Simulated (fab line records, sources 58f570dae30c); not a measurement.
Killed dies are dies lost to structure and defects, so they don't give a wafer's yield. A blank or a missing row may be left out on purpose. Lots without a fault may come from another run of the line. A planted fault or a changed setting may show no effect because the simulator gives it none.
Chamber matching | flow berkeley_cmos170 | UCB170_V1_CVD_00 on pecvd-02: 3 sister chambers
The step deposits SiO2 from TEOS/O2, target thk 2000 nm, time 250 s. 3 wafers are shown with their chamber, then 7 later ones without.

WAFERS WITH THEIR CHAMBER
wafer  | chamber | heater_power_w (W)
L448.6 | 0       | 170
L453.1 | 2       | 266
L453.3 | 1       | 281

WAFERS WITHOUT THEIR CHAMBER
wafer  | heater_power_w (W)
L453.6 | 206
L458.1 | 122
L458.2 | 163
L458.6 | 155
L461.1 | 108
L461.2 | 283
L461.6 | 158

WHICH CHAMBER EACH WENT THROUGH
wafer  | from the rows above          | in truth
L453.6 | can't be placed: 0 or 2 or 1 | 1
L458.1 | 0                            | 0
L458.2 | 0                            | 0
L458.6 | 0                            | 0
L461.1 | 0                            | 0
L461.2 | can't be placed: 1 or 2      | 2
L461.6 | 0                            | 0
Placed correctly: 5 of 7. Can't be placed from these rows: 2 (the true chamber is among the candidates in 2). Placed wrongly: 0.
How it was worked out, from the rows above alone: a wafer's distance from a chamber is the root of the sum, over the readings, of the square of ((its reading less the chamber's mean) divided by the reading's scatter). The wafer belongs to the nearest chamber; if the next one is less than 2 further off, it can't be placed. A chamber's mean is the mean of its shown wafers. The scatter: with one shown wafer a chamber, the root of the mean of the squares of how far each hidden wafer lies from its nearest shown one.
